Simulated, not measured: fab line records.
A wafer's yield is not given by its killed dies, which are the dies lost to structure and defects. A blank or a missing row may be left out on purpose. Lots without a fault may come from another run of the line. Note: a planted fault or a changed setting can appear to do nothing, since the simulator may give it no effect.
Which of the tools did it? / flow berkeley_cmos170 / 14 lots with 42 wafers sampled at 3 steps, on a route of 331 steps

WHAT EACH GAUGE READ, for each wafer
UCB170_M3_RS_MEAS_02: the measuring method here is four-point-probe. Usual: M3_AL_RS 0.0323 ohm/sq, standard deviation 0.00039.
lot=L605; measured=day 8 00:10; on=film_metro-01; M3_AL_RS (ohm/sq)=0.0322 0.0324 0.0323; flag=
lot=L606; measured=day 7 23:58; on=film_metro-01; M3_AL_RS (ohm/sq)=0.0320 0.0321 0.0323; flag=
lot=L607; measured=day 8 10:07; on=film_metro-02; M3_AL_RS (ohm/sq)=0.0327 0.0322 0.0329; flag=
lot=L610; measured=day 8 08:10; on=film_metro-02; M3_AL_RS (ohm/sq)=0.0322 0.0322 0.0319; flag=
lot=L609; measured=day 8 09:54; on=film_metro-02; M3_AL_RS (ohm/sq)=0.0327 0.0331 0.0328; flag=
lot=L608; measured=day 8 10:01; on=film_metro-04; M3_AL_RS (ohm/sq)=0.0316 0.0318 0.0318; flag=
lot=L612; measured=day 9 12:06; on=film_metro-02; M3_AL_RS (ohm/sq)=0.0330 0.0326 0.0321; flag=
lot=L614; measured=day 9 19:06; on=film_metro-01; M3_AL_RS (ohm/sq)=0.0321 0.0323 0.0321; flag=
lot=L616; measured=day 9 19:41; on=film_metro-01; M3_AL_RS (ohm/sq)=0.0321 0.0328 0.0325; flag=
lot=L615; measured=day 9 22:50; on=film_metro-01; M3_AL_RS (ohm/sq)=0.0327 0.0321 0.0324; flag=
lot=L617; measured=day 10 12:47; on=film_metro-04; M3_AL_RS (ohm/sq)=0.0325 0.0326 0.0323; flag=
lot=L619; measured=day 10 18:23; on=film_metro-01; M3_AL_RS (ohm/sq)=0.0317 0.0321 0.0326; flag=
lot=L621; measured=day 11 00:45; on=film_metro-04; M3_AL_RS (ohm/sq)=0.0321 0.0325 0.0318; flag=
lot=L628; measured=day 12 10:14; on=film_metro-02; M3_AL_RS (ohm/sq)=0.0320 0.0322 0.0322; flag=

WHICH TOOL RAN EACH LOT (tool, then ch and the chambers of the sampled wafers, then the start)
lot=L605; UCB170_M1_STRIP_13=plasma_asher-01 ch 0, day 7 11:27; UCB170_V1_ETCH_14=rie_diel-04 ch 0,1,3, day 7 17:45
lot=L606; UCB170_M1_STRIP_13=plasma_asher-01 ch 0,1, day 7 12:28; UCB170_V1_ETCH_14=rie_diel-03 ch 0,1,3, day 7 17:52
lot=L607; UCB170_M1_STRIP_13=plasma_asher-03 ch 0,1, day 7 20:43; UCB170_V1_ETCH_14=rie_diel-03 ch 2,3, day 8 03:52
lot=L610; UCB170_M1_STRIP_13=plasma_asher-01 ch 0,1, day 7 20:58; UCB170_V1_ETCH_14=rie_diel-03 ch 1,2, day 8 02:43
lot=L609; UCB170_M1_STRIP_13=plasma_asher-01 ch 0,1, day 7 21:14; UCB170_V1_ETCH_14=rie_diel-01 ch 0,3, day 8 03:31
lot=L608; UCB170_M1_STRIP_13=plasma_asher-02 ch 0, day 7 21:36; UCB170_V1_ETCH_14=rie_diel-04 ch 1,2,3, day 8 03:38
lot=L612; UCB170_M1_STRIP_13=plasma_asher-02 ch 0,1, day 8 21:17; UCB170_V1_ETCH_14=rie_diel-01 ch 0,1,2, day 9 04:53
lot=L614; UCB170_M1_STRIP_13=plasma_asher-03 ch 0,1, day 9 06:29; UCB170_V1_ETCH_14=rie_diel-01 ch 0,1,3, day 9 12:43
lot=L616; UCB170_M1_STRIP_13=plasma_asher-03 ch 0,1, day 9 06:35; UCB170_V1_ETCH_14=rie_diel-01 ch 2,3, day 9 13:16
lot=L615; UCB170_M1_STRIP_13=plasma_asher-03 ch 1, day 9 09:56; UCB170_V1_ETCH_14=rie_diel-01 ch 1,2, day 9 16:42
lot=L617; UCB170_M1_STRIP_13=plasma_asher-03 ch 0,1, day 10 00:59; UCB170_V1_ETCH_14=rie_diel-01 ch 0,1, day 10 06:24
lot=L619; UCB170_M1_STRIP_13=plasma_asher-01 ch 0,1, day 10 04:38; UCB170_V1_ETCH_14=rie_diel-01 ch 0,1,3, day 10 12:40
lot=L621; UCB170_M1_STRIP_13=plasma_asher-02 ch 0,1, day 10 11:08; UCB170_V1_ETCH_14=rie_diel-03 ch 1,2,3, day 10 18:12
lot=L628; UCB170_M1_STRIP_13=plasma_asher-03 ch 0,1, day 11 18:50; UCB170_V1_ETCH_14=rie_diel-03 ch 0,1,2, day 12 03:41
- UCB170_M1_STRIP_13: strips in O2.
- UCB170_V1_ETCH_14: etches SiO2 in CHF3/CF4/Ar, stops on Al, target depth 1250 nm, time 291 s.

WHAT THE TOOLS THEMSELVES READ (means of the sampled wafers that have a number; where no wafer has one, the mark that the record gives instead)
UCB170_M1_STRIP_13. Usual: chamber_pressure_mTorr 3500 mTorr, standard deviation 3.2; drypump_motor_current_A 5.4 A, standard deviation 0.31; o2_flow_sccm 399.9 sccm, standard deviation 1.2; oes_product_au 0.721 a.u., standard deviation 0.0047.
lot=L605; tool=plasma_asher-01; chamber_pressure_mTorr (mTorr)=3502; drypump_motor_current_A (A)=5.0; o2_flow_sccm (sccm)=401.1; oes_product_au (a.u.)=0.724; flag=
lot=L606; tool=plasma_asher-01; chamber_pressure_mTorr (mTorr)=3501; drypump_motor_current_A (A)=5.3; o2_flow_sccm (sccm)=401.0; oes_product_au (a.u.)=0.719; flag=
lot=L607; tool=plasma_asher-03; chamber_pressure_mTorr (mTorr)=3499; drypump_motor_current_A (A)=5.2; o2_flow_sccm (sccm)=398.8; oes_product_au (a.u.)=0.717; flag=
lot=L610; tool=plasma_asher-01; chamber_pressure_mTorr (mTorr)=3499; drypump_motor_current_A (A)=5.3; o2_flow_sccm (sccm)=400.2; oes_product_au (a.u.)=0.724; flag=
lot=L609; tool=plasma_asher-01; chamber_pressure_mTorr (mTorr)=3502; drypump_motor_current_A (A)=5.3; o2_flow_sccm (sccm)=400.2; oes_product_au (a.u.)=0.723; flag=
lot=L608; tool=plasma_asher-02; chamber_pressure_mTorr (mTorr)=3499; drypump_motor_current_A (A)=5.4; o2_flow_sccm (sccm)=400.9; oes_product_au (a.u.)=0.717; flag=
lot=L612; tool=plasma_asher-02; chamber_pressure_mTorr (mTorr)=3499; drypump_motor_current_A (A)=5.7; o2_flow_sccm (sccm)=400.8; oes_product_au (a.u.)=0.719; flag=
lot=L614; tool=plasma_asher-03; chamber_pressure_mTorr (mTorr)=3500; drypump_motor_current_A (A)=5.2; o2_flow_sccm (sccm)=399.6; oes_product_au (a.u.)=0.724; flag=
lot=L616; tool=plasma_asher-03; chamber_pressure_mTorr (mTorr)=3502; drypump_motor_current_A (A)=5.4; o2_flow_sccm (sccm)=399.3; oes_product_au (a.u.)=0.725; flag=
lot=L615; tool=plasma_asher-03; chamber_pressure_mTorr (mTorr)=3502; drypump_motor_current_A (A)=5.1; o2_flow_sccm (sccm)=399.1; oes_product_au (a.u.)=0.723; flag=
lot=L617; tool=plasma_asher-03; chamber_pressure_mTorr (mTorr)=3501; drypump_motor_current_A (A)=5.2; o2_flow_sccm (sccm)=399.8; oes_product_au (a.u.)=0.719; flag=
lot=L619; tool=plasma_asher-01; chamber_pressure_mTorr (mTorr)=3502; drypump_motor_current_A (A)=5.3; o2_flow_sccm (sccm)=400.9; oes_product_au (a.u.)=0.718; flag=
lot=L621; tool=plasma_asher-02; chamber_pressure_mTorr (mTorr)=3499; drypump_motor_current_A (A)=5.7; o2_flow_sccm (sccm)=398.2; oes_product_au (a.u.)=0.719; flag=
lot=L628; tool=plasma_asher-03; chamber_pressure_mTorr (mTorr)=3503; drypump_motor_current_A (A)=5.4; o2_flow_sccm (sccm)=398.0; oes_product_au (a.u.)=0.718; flag=

UCB170_V1_ETCH_14. Usual: chamber_pressure_mTorr 200.01 mTorr, standard deviation 0.17; drypump_motor_current_A 5.7 A, standard deviation 0.51; oes_product_au 0.874 a.u., standard deviation 0.014; throttle_valve_pct 6.97 %, standard deviation 0.099.
lot=L605; tool=rie_diel-04; chamber_pressure_mTorr (mTorr)=199.91; drypump_motor_current_A (A)=5.7; oes_product_au (a.u.)=0.871; throttle_valve_pct (%)=6.90; flag=
lot=L606; tool=rie_diel-03; chamber_pressure_mTorr (mTorr)=199.88; drypump_motor_current_A (A)=6.1; oes_product_au (a.u.)=0.874; throttle_valve_pct (%)=6.98; flag=
lot=L607; tool=rie_diel-03; chamber_pressure_mTorr (mTorr)=200.07; drypump_motor_current_A (A)=6.3; oes_product_au (a.u.)=0.858; throttle_valve_pct (%)=7.00; flag=
lot=L610; tool=rie_diel-03; chamber_pressure_mTorr (mTorr)=200.05; drypump_motor_current_A (A)=5.8; oes_product_au (a.u.)=0.873; throttle_valve_pct (%)=7.08; flag=
lot=L609; tool=rie_diel-01; chamber_pressure_mTorr (mTorr)=200.00; drypump_motor_current_A (A)=5.8; oes_product_au (a.u.)=0.886; throttle_valve_pct (%)=6.95; flag=
lot=L608; tool=rie_diel-04; chamber_pressure_mTorr (mTorr)=200.07; drypump_motor_current_A (A)=5.2; oes_product_au (a.u.)=0.863; throttle_valve_pct (%)=7.01; flag=
lot=L612; tool=rie_diel-01; chamber_pressure_mTorr (mTorr)=200.04; drypump_motor_current_A (A)=5.8; oes_product_au (a.u.)=0.877; throttle_valve_pct (%)=6.90; flag=
lot=L614; tool=rie_diel-01; chamber_pressure_mTorr (mTorr)=199.89; drypump_motor_current_A (A)=5.6; oes_product_au (a.u.)=0.879; throttle_valve_pct (%)=6.95; flag=
lot=L616; tool=rie_diel-01; chamber_pressure_mTorr (mTorr)=200.10; drypump_motor_current_A (A)=5.7; oes_product_au (a.u.)=0.869; throttle_valve_pct (%)=6.97; flag=
lot=L615; tool=rie_diel-01; chamber_pressure_mTorr (mTorr)=200.16; drypump_motor_current_A (A)=5.6; oes_product_au (a.u.)=0.871; throttle_valve_pct (%)=6.90; flag=
lot=L617; tool=rie_diel-01; chamber_pressure_mTorr (mTorr)=199.93; drypump_motor_current_A (A)=5.7; oes_product_au (a.u.)=0.885; throttle_valve_pct (%)=6.89; flag=
lot=L619; tool=rie_diel-01; chamber_pressure_mTorr (mTorr)=199.93; drypump_motor_current_A (A)=5.6; oes_product_au (a.u.)=0.882; throttle_valve_pct (%)=6.96; flag=
lot=L621; tool=rie_diel-03; chamber_pressure_mTorr (mTorr)=200.06; drypump_motor_current_A (A)=6.0; oes_product_au (a.u.)=0.873; throttle_valve_pct (%)=7.04; flag=
lot=L628; tool=rie_diel-03; chamber_pressure_mTorr (mTorr)=200.11; drypump_motor_current_A (A)=5.9; oes_product_au (a.u.)=0.871; throttle_valve_pct (%)=7.02; flag=

THE ANSWER, worked out from the rows above alone
Rule: a lot is off if the mean of its wafers that have a number lies more than 3 standard deviations from the usual mean. Also off: a lot with no number at a reading for which 4 or more lots have one. Where the step has rows for the other lots, those lots are counted as sound. The gauges are gone through in route order, then the tools' own readings, and for those a lot's mean is taken as printed above. The first step at which some lot is off is used, and at that step the reading that is off furthest; a lot without a number counts as furthest.
Across all readings shown, no lot is off: no conclusion can be drawn from this.

WHAT THE SIMULATOR HAD PUT IN
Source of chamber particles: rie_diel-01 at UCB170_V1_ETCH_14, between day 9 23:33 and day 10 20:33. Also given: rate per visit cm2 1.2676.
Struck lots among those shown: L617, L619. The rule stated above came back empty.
